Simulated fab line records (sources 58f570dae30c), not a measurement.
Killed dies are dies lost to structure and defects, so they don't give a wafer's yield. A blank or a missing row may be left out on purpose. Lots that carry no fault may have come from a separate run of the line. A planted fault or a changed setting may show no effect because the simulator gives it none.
fab line records ; flow berkeley-cmos170 ; part 1 of 2: steps 1 to 27 of 38
record: lots: 5; wafers: 15; last-day: 13
route steps=331 shown PSD@182 NSD@187 BACKSIDE@199 SDANNEAL@204 PLDD@208 NLDD@209 SILICIDE@210 CONTACT@216
lots that met no fault: from a run of the same line without faults
start-h: start of the lot's first displayed wafer, in hours after the record's first day ; wait-h: hours elapsed since this lot's preceding step ; " same as the row above ; L1.1+2: a row that stands for several wafers ; - no value present, or no start provided ; * or withheld: withheld ; < > ~ a bound
route shown NAME@n: a module of which the file shows steps, and the number in the route of the first ; usual: mean/standard deviation of fault-free wafers ; same: alike in all rows ; chamber/n: place in a boat ; sites: per-site readings ; _std_site: standard deviation across them ; _edge_site: outer sites' mean less inner sites' ; radius-mm: for every site, how far away it sits from the centre of the wafer ; mask NAME#n: copy n ; behind: the most recent tool/chamber to have shaped the wafer ; hold: reason for holding the lot/hours on hold/outcome of the hold ; device: the transistor (n, p or np) that didn't switch ; end of line: tests run on the same wafers once the route is complete ; for a step that has no rows: nothing shown but its recipe ; killed: not the wafer's yield, but the dies lost to structure and defects at the first sort ; map: dies across one wafer; x = killed, . = not, _ = none there
set.NAME: setting as actually run; set.NAME@STEP: the setting as run at that earlier step ; model.NAME: the simulator's own value behind a step, which no gauge read
a table for each step, a row for each wafer; lots at some steps of the route
services: the hour from which a tool's chamber was out of use, counted from the record's first day as start-h (under 0 if before that day), plus the number of hours and why
== steps ==
step: UCB170_PSD_OVL_MEAS_07
usual: PSD_OVL: 0/5.1
lot.wafer;tool;chamber;start-h;wait-h;PSD_OVL[nm]
L074.3;overlay-01;-;171.52;0.1;-4
L074.4;overlay-01;-;171.52;0.1;-4
L074.6;overlay-01;-;171.52;0.1;-2
L078.1;overlay-02;-;197.06;0.1;-5
L078.4;overlay-02;-;197.06;0.1;-3
L078.6;overlay-02;-;197.06;0.1;1
L082.2;overlay-02;-;228.33;0.1;9
L082.3;overlay-02;-;228.33;0.1;0
L082.6;overlay-02;-;228.33;0.1;11
L085.3;overlay-02;-;246.72;0.1;0
L085.4;overlay-02;-;246.72;0.1;-3
L085.5;overlay-02;-;246.72;0.1;1
L094.1;overlay-02;-;282.39;0.1;-3
L094.3;overlay-02;-;282.39;0.1;0
L094.4;overlay-02;-;282.39;0.1;7
step: UCB170_PSD_IMPLANT_08
recipe: species: B; dose-cm2: 3e+15; energy-kev: 20; tilt-deg: 7
usual: end-station-pressure-torr: 1.25e-05/6e-07
lot.wafer;tool;chamber;start-h;wait-h;end-station-pressure-torr
L074.3;implanter-01;0;171.60;0.1;1.32e-05
L074.4;implanter-01;0;171.60;0.1;1.28e-05
L074.6;implanter-01;0;171.60;0.1;1.17e-05
L078.1;implanter-03;0;197.10;0.0;1.24e-05
L078.4;implanter-03;0;197.10;0.0;1.26e-05
L078.6;implanter-03;0;197.10;0.0;1.23e-05
L082.2;implanter-03;0;228.38;0.0;1.19e-05
L082.3;implanter-03;0;228.38;0.0;1.15e-05
L082.6;implanter-03;0;228.38;0.0;1.27e-05
L085.3;implanter-03;0;246.79;0.1;1.2e-05
L085.4;implanter-03;0;246.79;0.1;1.2e-05
L085.5;implanter-03;0;246.79;0.1;1.19e-05
L094.1;implanter-01;0;282.43;0.0;1.23e-05
L094.3;implanter-01;0;282.43;0.0;1.26e-05
L094.4;implanter-01;0;282.43;0.0;1.2e-05
step: UCB170_PSD_STRIP_09
recipe: chemistry: O2; power-w: 400; pressure-mtorr: 3500; platen-temp-c: withheld; o2-flow-sccm: 400; overash-fraction: 0.5
usual: drypump-motor-current-A: 6.1/0.55; oes-product-au: 0.601/0.0046; strip-time-to-endpoint-s: 29.37/0.082
lot.wafer;tool;chamber;start-h;wait-h;drypump-motor-current-A;oes-product-au;rf-hours-counter-h;strip-time-to-endpoint-s
L074.3;plasma-asher-03;0;171.73;0.1;6.3;0.597;-;29.41
L074.4;plasma-asher-03;1;171.73;0.1;6.6;0.600;-;29.34
L074.6;plasma-asher-03;1;171.73;0.1;6.6;0.599;-;29.47
L078.1;plasma-asher-04;1;197.25;0.1;5.7;0.604;44;29.35
L078.4;plasma-asher-04;0;197.25;0.1;6.5;0.603;-;29.38
L078.6;plasma-asher-04;1;197.25;0.1;5.8;0.607;-;29.37
L082.2;plasma-asher-01;1;228.51;0.1;6.2;0.596;45;29.24
L082.3;plasma-asher-01;0;228.51;0.1;4.9;0.610;-;29.43
L082.6;plasma-asher-01;0;228.51;0.1;4.9;0.602;-;29.23
L085.3;plasma-asher-01;1;246.92;0.1;6.2;0.599;-;29.37
L085.4;plasma-asher-01;0;246.92;0.1;5.0;0.605;-;29.45
L085.5;plasma-asher-01;0;246.92;0.1;5.0;0.593;-;29.43
L094.1;plasma-asher-01;0;282.58;0.1;5.0;0.596;50;29.39
L094.3;plasma-asher-01;1;282.58;0.1;6.2;0.600;-;29.46
L094.4;plasma-asher-01;0;282.58;0.1;5.0;0.601;-;29.48
step: UCB170_PSD_TW_MEAS_10
usual: PSD_TW: 2341/10
lot.wafer;tool;chamber;start-h;wait-h;PSD_TW
L074.3;film-metro-04;-;171.82;0.1;2343
L074.4;film-metro-04;-;171.82;0.1;2333
L074.6;film-metro-04;-;171.82;0.1;2335
L078.1;film-metro-04;-;197.35;0.1;2335
L078.4;film-metro-04;-;197.35;0.1;2335
L078.6;film-metro-04;-;197.35;0.1;2345
L082.2;film-metro-04;-;228.62;0.1;2336
L082.3;film-metro-04;-;228.62;0.1;2352
L082.6;film-metro-04;-;228.62;0.1;2351
L085.3;film-metro-04;-;247.01;0.1;2340
L085.4;film-metro-04;-;247.01;0.1;2362
L085.5;film-metro-04;-;247.01;0.1;2352
L094.1;film-metro-03;-;282.68;0.1;2331
L094.3;film-metro-03;-;282.68;0.1;2327
L094.4;film-metro-03;-;282.68;0.1;2344
step: UCB170_PSD_CLEAN_11
recipe: chemistry: SPM; temp-c: 120; time-s: 600
usual: bath-heat-duty-pct: 13.5/1.5
lot.wafer;tool;chamber;start-h;wait-h;bath-heat-duty-pct
L074.3;wet-bench-01;1;171.86;0.0;14.8
L074.4;wet-bench-01;1;171.86;0.0;14.3
L074.6;wet-bench-01;1;171.86;0.0;15.1
L078.1;wet-bench-01;2;197.41;0.1;12.1
L078.4;wet-bench-01;2;197.41;0.1;11.3
L078.6;wet-bench-01;2;197.41;0.1;12.7
L082.2;wet-bench-03;3;228.67;0.0;12.2
L082.3;wet-bench-03;3;228.67;0.0;11.6
L082.6;wet-bench-03;3;228.67;0.0;12.0
L085.3;wet-bench-04;1;248.96;1.9;15.2
L085.4;wet-bench-04;1;248.96;1.9;13.3
L085.5;wet-bench-04;1;248.96;1.9;16.4
L094.1;wet-bench-03;0;284.01;1.3;13.2
L094.3;wet-bench-03;0;284.01;1.3;11.6
L094.4;wet-bench-03;0;284.01;1.3;12.7
step: UCB170_NSD_HMDS_00
recipe: prime-time-s: 60; prime-temp-c: 100
lot.wafer;tool;chamber;start-h;wait-h
L074.3+4+6;litho-track-04;0;172.08;0.1
L078.1+4+6;litho-track-04;0;197.60;0.0
L082.2+3+6;litho-track-04;0;229.01;0.2
L085.3+4+5;litho-track-04;0;249.93;0.8
L094.1+3+4;litho-track-01;0;284.18;0.0
step: UCB170_NSD_COAT_01
recipe: resist: KrF; spin-rpm: 1500; resist-thk-nm: 900
usual: dispense-pressure-kPa: 46/5.2
lot.wafer;tool;chamber;start-h;wait-h;dispense-pressure-kPa
L074.3;litho-track-04;0;172.23;0.1;48
L074.4;litho-track-04;0;172.23;0.1;48
L074.6;litho-track-04;0;172.23;0.1;48
L078.1;litho-track-04;0;197.75;0.1;48
L078.4;litho-track-04;0;197.75;0.1;48
L078.6;litho-track-04;0;197.75;0.1;48
L082.2;litho-track-04;0;229.16;0.1;48
L082.3;litho-track-04;0;229.16;0.1;48
L082.6;litho-track-04;0;229.16;0.1;48
L085.3;litho-track-04;0;250.08;0.1;48
L085.4;litho-track-04;0;250.08;0.1;48
L085.5;litho-track-04;0;250.08;0.1;48
L094.1;litho-track-01;0;284.33;0.1;41
L094.3;litho-track-01;0;284.33;0.1;41
L094.4;litho-track-01;0;284.33;0.1;41
step: UCB170_NSD_SOFTBAKE_02
recipe: resist: KrF; temp-c: 130; time-s: 60
lot.wafer;tool;chamber;start-h;wait-h
L074.3+4+6;litho-track-04;0;172.38;0.1
L078.1+4+6;litho-track-04;0;197.90;0.1
L082.2+3+6;litho-track-04;0;229.31;0.1
L085.3+4+5;litho-track-04;0;250.23;0.1
L094.1+3+4;litho-track-01;0;284.48;0.1
step: UCB170_NSD_EXPOSE_03
recipe: mask-id: NSELECT_MOD; na: 0.5; sigma-outer: 0.6; source-shape: conventional; target-cd-nm: 1200; dose-mj: 30
lot.wafer;tool;chamber;start-h;wait-h;mask
L074.3+4+6;krf-scanner-02;0;172.52;0.1;NSELECT_MOD#0
L078.1+4+6;krf-scanner-01;0;198.05;0.1;NSELECT_MOD#0
L082.2+3+6;krf-scanner-02;0;229.58;0.2;NSELECT_MOD#0
L085.3+4+5;krf-scanner-02;0;250.56;0.3;NSELECT_MOD#0
L094.1+3+4;krf-scanner-02;0;284.63;0.1;NSELECT_MOD#0
step: UCB170_NSD_PEB_04
recipe: peb-temp-c: 130; peb-time-s: withheld; resist: KrF
lot.wafer;tool;chamber;start-h;wait-h
L074.3+4+6;litho-track-04;0;172.85;0.3
L078.1+4+6;litho-track-04;0;198.16;0.1
L082.2+3+6;litho-track-04;0;229.77;0.2
L085.3+4+5;litho-track-01;0;251.46;0.9
L094.1+3+4;litho-track-01;0;285.18;0.5
step: UCB170_NSD_DEVELOP_05
recipe: developer: TMAH; develop-time-s: 45; resist: KrF; dev-temp-c: 21
lot.wafer;tool;chamber;start-h;wait-h
L074.3+4+6;litho-track-04;0;-;-
L078.1+4+6;litho-track-04;0;-;-
L082.2+3+6;litho-track-04;0;-;-
L085.3+4+5;litho-track-01;0;-;-
L094.1+3+4;litho-track-01;0;-;-
step: UCB170_NSD_CD_MEAS_06
recipe: target-cd-nm: 1200
usual: cd-nm: 1200.0/1.6
lot.wafer;tool;chamber;start-h;wait-h;cd-nm
L074.3;cd-sem-01;-;173.11;-;1198.0
L074.4;cd-sem-01;-;173.11;-;1197.7
L074.6;cd-sem-01;-;173.11;-;1197.8
L078.1;cd-sem-01;-;198.44;-;1199.2
L078.4;cd-sem-01;-;198.44;-;1201.5
L078.6;cd-sem-01;-;198.44;-;1198.8
L082.2;cd-sem-01;-;230.04;-;1198.8
L082.3;cd-sem-01;-;230.04;-;1198.7
L082.6;cd-sem-01;-;230.04;-;1198.6
L085.3;cd-sem-02;-;251.72;-;1199.2
L085.4;cd-sem-02;-;251.72;-;1199.0
L085.5;cd-sem-02;-;251.72;-;1198.3
L094.1;cd-sem-01;-;285.46;-;1201.3
L094.3;cd-sem-01;-;285.46;-;1200.3
L094.4;cd-sem-01;-;285.46;-;1201.2
step: UCB170_NSD_OVL_MEAS_07
usual: NSD_OVL: -3/5.8
lot.wafer;tool;chamber;start-h;wait-h;NSD_OVL[nm]
L074.3;overlay-02;-;173.20;0.1;-13
L074.4;overlay-02;-;173.20;0.1;-6
L074.6;overlay-02;-;173.20;0.1;-3
L078.1;overlay-01;-;198.56;0.1;4
L078.4;overlay-01;-;198.56;0.1;-3
L078.6;overlay-01;-;198.56;0.1;4
L082.2;overlay-01;-;230.15;0.1;-9
L082.3;overlay-01;-;230.15;0.1;-4
L082.6;overlay-01;-;230.15;0.1;-4
L085.3;overlay-01;-;251.81;0.1;-13
L085.4;overlay-01;-;251.81;0.1;-1
L085.5;overlay-01;-;251.81;0.1;-14
L094.1;overlay-02;-;285.58;0.1;-7
L094.3;overlay-02;-;285.58;0.1;-1
L094.4;overlay-02;-;285.58;0.1;-2
step: UCB170_NSD_IMPLANT_08
recipe: species: P; dose-cm2: 3e+15; energy-kev: 40.76; tilt-deg: 7
usual: end-station-pressure-torr: 1.26e-05/5.8e-07
lot.wafer;tool;chamber;start-h;wait-h;end-station-pressure-torr
L074.3;implanter-04;0;173.28;0.1;1.31e-05
L074.4;implanter-04;0;173.28;0.1;1.42e-05
L074.6;implanter-04;0;173.28;0.1;1.29e-05
L078.1;implanter-01;0;198.59;0.0;1.29e-05
L078.4;implanter-01;0;198.59;0.0;1.23e-05
L078.6;implanter-01;0;198.59;0.0;1.3e-05
L082.2;implanter-04;0;230.20;0.0;1.27e-05
L082.3;implanter-04;0;230.20;0.0;1.24e-05
L082.6;implanter-04;0;230.20;0.0;1.24e-05
L085.3;implanter-04;0;251.89;0.1;1.3e-05
L085.4;implanter-04;0;251.89;0.1;1.19e-05
L085.5;implanter-04;0;251.89;0.1;1.23e-05
L094.1;implanter-02;0;285.61;0.0;1.29e-05
L094.3;implanter-02;0;285.61;0.0;1.23e-05
L094.4;implanter-02;0;285.61;0.0;1.22e-05
step: UCB170_NSD_STRIP_09
recipe: chemistry: O2; power-w: 400; pressure-mtorr: 3500; platen-temp-c: withheld; o2-flow-sccm: 400; overash-fraction: 0.5
usual: drypump-motor-current-A: 5.8/0.68; oes-product-au: 0.531/0.0051; strip-time-to-endpoint-s: 36.13/0.065
lot.wafer;tool;chamber;start-h;wait-h;drypump-motor-current-A;oes-product-au;rf-hours-counter-h;strip-time-to-endpoint-s
L074.3;plasma-asher-01;1;173.41;0.1;6.2;0.536;-;36.02
L074.4;plasma-asher-01;0;173.41;0.1;5.0;0.529;-;36.00
L074.6;plasma-asher-01;1;173.41;0.1;6.2;0.518;-;36.03
L078.1;plasma-asher-02;1;198.74;0.1;4.9;0.526;6;36.02
L078.4;plasma-asher-02;1;198.74;0.1;4.8;0.525;-;36.06
L078.6;plasma-asher-02;1;198.74;0.1;4.8;0.530;-;36.01
L082.2;plasma-asher-02;1;230.33;0.1;4.8;0.527;8;36.16
L082.3;plasma-asher-02;0;230.33;0.1;5.4;0.536;-;36.11
L082.6;plasma-asher-02;0;230.33;0.1;5.4;0.531;-;36.12
L085.3;plasma-asher-03;1;252.02;0.1;6.6;0.536;-;36.17
L085.4;plasma-asher-03;0;252.02;0.1;6.3;0.529;-;36.15
L085.5;plasma-asher-03;0;252.02;0.1;6.3;0.531;-;36.22
L094.1;plasma-asher-02;0;285.76;0.1;5.4;0.532;15;36.15
L094.3;plasma-asher-02;1;285.76;0.1;4.8;0.549;-;36.23
L094.4;plasma-asher-02;0;285.76;0.1;5.4;0.527;-;36.09
step: UCB170_NSD_TW_MEAS_10
usual: NSD_TW: 4237/19
lot.wafer;tool;chamber;start-h;wait-h;NSD_TW
L074.3;film-metro-03;-;173.50;0.1;4250
L074.4;film-metro-03;-;173.50;0.1;4237
L074.6;film-metro-03;-;173.50;0.1;4256
L078.1;film-metro-03;-;198.84;0.1;4269
L078.4;film-metro-03;-;198.84;0.1;4218
L078.6;film-metro-03;-;198.84;0.1;4264
L082.2;film-metro-04;-;230.44;0.1;4202
L082.3;film-metro-04;-;230.44;0.1;4226
L082.6;film-metro-04;-;230.44;0.1;4243
L085.3;film-metro-01;-;252.11;0.1;4244
L085.4;film-metro-01;-;252.11;0.1;4247
L085.5;film-metro-01;-;252.11;0.1;4237
L094.1;film-metro-04;-;285.86;0.1;4241
L094.3;film-metro-04;-;285.86;0.1;4237
L094.4;film-metro-04;-;285.86;0.1;4247
step: UCB170_NSD_CLEAN_11
recipe: chemistry: SPM; temp-c: 120; time-s: 600
usual: bath-heat-duty-pct: 13.3/1.3
lot.wafer;tool;chamber;start-h;wait-h;bath-heat-duty-pct
L074.3;wet-bench-02;1;173.54;0.0;13.5
L074.4;wet-bench-02;1;173.54;0.0;13.1
L074.6;wet-bench-02;1;173.54;0.0;13.0
L078.1;wet-bench-02;0;198.90;0.1;13.7
L078.4;wet-bench-02;0;198.90;0.1;13.7
L078.6;wet-bench-02;0;198.90;0.1;13.2
L082.2;wet-bench-04;3;230.49;0.0;15.4
L082.3;wet-bench-04;3;230.49;0.0;14.0
L082.6;wet-bench-04;3;230.49;0.0;13.3
L085.3;wet-bench-03;0;252.15;0.0;11.8
L085.4;wet-bench-03;0;252.15;0.0;11.9
L085.5;wet-bench-03;0;252.15;0.0;12.2
L094.1;wet-bench-03;0;285.92;0.1;11.3
L094.3;wet-bench-03;0;285.92;0.1;11.6
L094.4;wet-bench-03;0;285.92;0.1;11.7
step: UCB170_BACKSIDE_HMDS_00
recipe: prime-time-s: 60; prime-temp-c: 100
lot.wafer;tool;chamber;start-h;wait-h
L074.3+4+6;litho-track-02;0;173.78;0.1
L078.1+4+6;litho-track-02;0;199.08;0.0
L082.2+3+6;litho-track-03;0;230.69;0.0
L085.3+4+5;litho-track-02;0;252.63;0.3
L094.1+3+4;litho-track-03;0;286.10;0.0
step: UCB170_BACKSIDE_COAT_01
recipe: resist: KrF; spin-rpm: 1500; resist-thk-nm: 900
usual: dispense-pressure-kPa: 51/5.4
lot.wafer;tool;chamber;start-h;wait-h;dispense-pressure-kPa
L074.3;litho-track-02;0;173.93;0.1;53
L074.4;litho-track-02;0;173.93;0.1;53
L074.6;litho-track-02;0;173.93;0.1;53
L078.1;litho-track-02;0;199.23;0.1;53
L078.4;litho-track-02;0;199.23;0.1;53
L078.6;litho-track-02;0;199.23;0.1;53
L082.2;litho-track-03;0;230.84;0.1;55
L082.3;litho-track-03;0;230.84;0.1;55
L082.6;litho-track-03;0;230.84;0.1;55
L085.3;litho-track-02;0;252.78;0.1;53
L085.4;litho-track-02;0;252.78;0.1;53
L085.5;litho-track-02;0;252.78;0.1;53
L094.1;litho-track-03;0;286.25;0.1;55
L094.3;litho-track-03;0;286.25;0.1;55
L094.4;litho-track-03;0;286.25;0.1;55
step: UCB170_BACKSIDE_SOFTBAKE_02
recipe: resist: KrF; temp-c: 130; time-s: 60
lot.wafer;tool;chamber;start-h;wait-h
L074.3+4+6;litho-track-02;0;174.08;0.1
L078.1+4+6;litho-track-02;0;199.38;0.1
L082.2+3+6;litho-track-03;0;230.99;0.1
L085.3+4+5;litho-track-02;0;252.93;0.1
L094.1+3+4;litho-track-03;0;286.40;0.1
step: UCB170_BACKSIDE_STRIP_03
recipe: chemistry: O2; power-w: 400; pressure-mtorr: 3500; platen-temp-c: withheld; o2-flow-sccm: 400; overash-fraction: 0.5
usual: drypump-motor-current-A: 6.0/0.63; oes-product-au: 0.734/0.0048; strip-time-to-endpoint-s: 21.97/0.058
lot.wafer;tool;chamber;start-h;wait-h;drypump-motor-current-A;oes-product-au;rf-hours-counter-h;strip-time-to-endpoint-s
L074.3;plasma-asher-04;0;174.21;0.1;6.5;0.732;-;21.93
L074.4;plasma-asher-04;1;174.21;0.1;5.7;0.737;-;21.91
L074.6;plasma-asher-04;0;174.21;0.1;6.5;0.731;-;21.98
L078.1;plasma-asher-02;1;199.53;0.1;4.8;0.740;6;21.98
L078.4;plasma-asher-02;0;199.53;0.1;5.4;0.732;-;21.97
L078.6;plasma-asher-02;1;199.53;0.1;4.8;0.733;-;21.92
L082.2;plasma-asher-03;0;231.11;0.1;6.3;0.734;51;21.96
L082.3;plasma-asher-03;1;231.11;0.1;6.6;0.740;-;21.93
L082.6;plasma-asher-03;0;231.11;0.1;6.3;0.740;-;21.91
L085.3;plasma-asher-04;0;253.07;0.1;6.5;0.733;-;21.98
L085.4;plasma-asher-04;1;253.07;0.1;5.8;0.735;-;21.97
L085.5;plasma-asher-04;1;253.07;0.1;5.7;0.733;-;21.98
L094.1;plasma-asher-02;0;286.55;0.1;5.4;0.739;15;21.90
L094.3;plasma-asher-02;0;286.55;0.1;5.5;0.727;-;21.95
L094.4;plasma-asher-02;1;286.55;0.1;4.8;0.737;-;21.96
step: UCB170_BACKSIDE_CLEAN_04
recipe: chemistry: SPM; temp-c: 120; time-s: 600
usual: bath-heat-duty-pct: 12.8/0.98
lot.wafer;tool;chamber;start-h;wait-h;bath-heat-duty-pct
L074.3;wet-bench-01;2;174.28;0.0;12.2
L074.4;wet-bench-01;2;174.28;0.0;13.2
L074.6;wet-bench-01;2;174.28;0.0;12.3
L078.1;wet-bench-02;0;199.63;0.1;13.2
L078.4;wet-bench-02;0;199.63;0.1;12.2
L078.6;wet-bench-02;0;199.63;0.1;12.2
L082.2;wet-bench-01;2;231.21;0.1;13.3
L082.3;wet-bench-01;2;231.21;0.1;13.0
L082.6;wet-bench-01;2;231.21;0.1;12.1
L085.3;wet-bench-02;3;253.13;0.0;13.2
L085.4;wet-bench-02;3;253.13;0.0;14.3
L085.5;wet-bench-02;3;253.13;0.0;14.7
L094.1;wet-bench-02;0;286.65;0.1;11.7
L094.3;wet-bench-02;0;286.65;0.1;12.7
L094.4;wet-bench-02;0;286.65;0.1;13.4
step: UCB170_SDANNEAL_RTA_00
recipe: temp-c: 900; time-s: 10; ambient: N2
usual: anneal-temp-c-max: 903.9/0.7; lamp-power-pct: 24.71/0.27; wafer_temp_C_max: 902.8/0.94
lot.wafer;tool;chamber;start-h;wait-h;anneal-temp-c-max;lamp-power-pct;wafer_temp_C_max
L074.3;rtp-anneal-02;0;174.48;0.0;903.7;24.39;904.3
L074.4;rtp-anneal-02;0;174.48;0.0;904.1;24.43;903.7
L074.6;rtp-anneal-02;0;174.48;0.0;903.3;24.40;903.5
L078.1;rtp-anneal-02;0;199.80;0.0;903.6;24.39;903.8
L078.4;rtp-anneal-02;0;199.80;0.0;903.3;24.39;904.0
L078.6;rtp-anneal-02;0;199.80;0.0;903.9;24.43;903.5
L082.2;rtp-anneal-02;0;231.40;0.0;902.7;24.44;902.7
L082.3;rtp-anneal-02;0;231.40;0.0;903.7;24.39;903.0
L082.6;rtp-anneal-02;0;231.40;0.0;903.4;24.43;902.9
L085.3;rtp-anneal-01;0;253.33;0.0;905.0;24.95;902.2
L085.4;rtp-anneal-01;0;253.33;0.0;904.0;24.97;901.2
L085.5;rtp-anneal-01;0;253.33;0.0;904.8;24.99;901.9
L094.1;rtp-anneal-02;0;286.82;0.0;903.6;24.44;904.1
L094.3;rtp-anneal-02;0;286.82;0.0;904.0;24.43;904.6
L094.4;rtp-anneal-02;0;286.82;0.0;903.6;24.42;903.1
step: UCB170_SDANNEAL_RTA_01
recipe: temp-c: 1050; time-s: 5; ambient: N2
usual: anneal-temp-c-max: 1054.5/0.81; lamp-power-pct: 38.1/0.42; wafer_temp_C_max: 1053.2/1.1
lot.wafer;tool;chamber;start-h;wait-h;anneal-temp-c-max;lamp-power-pct;wafer_temp_C_max
L074.3;rtp-anneal-02;0;174.54;0.1;1053.7;37.7;1053.8
L074.4;rtp-anneal-02;0;174.54;0.1;1053.6;37.6;1054.1
L074.6;rtp-anneal-02;0;174.54;0.1;1054.5;37.7;1054.4
L078.1;rtp-anneal-02;0;199.94;0.1;1053.7;37.7;1054.0
L078.4;rtp-anneal-02;0;199.94;0.1;1053.0;37.8;1054.7
L078.6;rtp-anneal-02;0;199.94;0.1;1054.3;37.8;1052.8
L082.2;rtp-anneal-02;0;231.46;0.1;1053.9;37.7;1054.7
L082.3;rtp-anneal-02;0;231.46;0.1;1053.4;37.6;1054.3
L082.6;rtp-anneal-02;0;231.46;0.1;1052.9;37.7;1054.8
L085.3;rtp-anneal-01;0;253.39;0.1;1055.0;38.5;1051.8
L085.4;rtp-anneal-01;0;253.39;0.1;1054.7;38.6;1052.8
L085.5;rtp-anneal-01;0;253.39;0.1;1055.6;38.5;1052.2
L094.1;rtp-anneal-02;0;286.89;0.1;1054.8;37.7;1055.1
L094.3;rtp-anneal-02;0;286.89;0.1;1055.0;37.7;1054.9
L094.4;rtp-anneal-02;0;286.89;0.1;1054.1;37.7;1055.6
step: UCB170_SDANNEAL_RS_MEAS_02
recipe: thk-meas-gauge: four-point-probe
usual: PSD_RS: 75.57/0.28
lot.wafer;tool;chamber;start-h;wait-h;PSD_RS[ohm/sq]
L074.3;film-metro-03;-;174.62;0.1;75.44
L074.4;film-metro-03;-;174.62;0.1;75.46
L074.6;film-metro-03;-;174.62;0.1;75.50
L078.1;film-metro-04;-;200.05;0.1;75.46
L078.4;film-metro-04;-;200.05;0.1;75.38
L078.6;film-metro-04;-;200.05;0.1;75.96
L082.2;film-metro-01;-;231.53;0.1;76.03
L082.3;film-metro-01;-;231.53;0.1;76.13
L082.6;film-metro-01;-;231.53;0.1;76.01
L085.3;film-metro-04;-;253.47;0.1;75.52
L085.4;film-metro-04;-;253.47;0.1;75.14
L085.5;film-metro-04;-;253.47;0.1;75.25
L094.1;film-metro-04;-;286.95;0.0;75.26
L094.3;film-metro-04;-;286.95;0.0;75.54
L094.4;film-metro-04;-;286.95;0.0;75.34
step: UCB170_SDANNEAL_RS_MEAS_03
recipe: thk-meas-gauge: four-point-probe
usual: NSD_RS: 37.03/0.096
lot.wafer;tool;chamber;start-h;wait-h;NSD_RS[ohm/sq]
L074.3;film-metro-03;-;174.74;0.1;37.04
L074.4;film-metro-03;-;174.74;0.1;36.97
L074.6;film-metro-03;-;174.74;0.1;37.10
L078.1;film-metro-04;-;200.17;0.1;37.10
L078.4;film-metro-04;-;200.17;0.1;37.03
L078.6;film-metro-04;-;200.17;0.1;37.13
L082.2;film-metro-01;-;231.65;0.1;37.07
L082.3;film-metro-01;-;231.65;0.1;37.17
L082.6;film-metro-01;-;231.65;0.1;37.12
L085.3;film-metro-04;-;253.59;0.1;36.93
L085.4;film-metro-04;-;253.59;0.1;36.90
L085.5;film-metro-04;-;253.59;0.1;36.97
L094.1;film-metro-04;-;287.07;0.1;37.10
L094.3;film-metro-04;-;287.07;0.1;37.01
L094.4;film-metro-04;-;287.07;0.1;37.08
step: UCB170_SDANNEAL_RS_MEAS_04
recipe: thk-meas-gauge: four-point-probe
usual: PLDD_RS: 1031.6/3
lot.wafer;tool;chamber;start-h;wait-h;PLDD_RS[ohm/sq]
L074.3;film-metro-03;-;174.86;0.1;1036.4
L074.4;film-metro-03;-;174.86;0.1;1038.9
L074.6;film-metro-03;-;174.86;0.1;1036.8
L078.1;film-metro-04;-;200.29;0.1;1028.9
L078.4;film-metro-04;-;200.29;0.1;1030.4
L078.6;film-metro-04;-;200.29;0.1;1027.1
L082.2;film-metro-01;-;231.77;0.1;1027.9
L082.3;film-metro-01;-;231.77;0.1;1031.5
L082.6;film-metro-01;-;231.77;0.1;1031.9
L085.3;film-metro-04;-;253.71;0.1;1027.3
L085.4;film-metro-04;-;253.71;0.1;1026.1
L085.5;film-metro-04;-;253.71;0.1;1028.6
L094.1;film-metro-04;-;287.19;0.1;1030.0
L094.3;film-metro-04;-;287.19;0.1;1030.9
L094.4;film-metro-04;-;287.19;0.1;1031.0
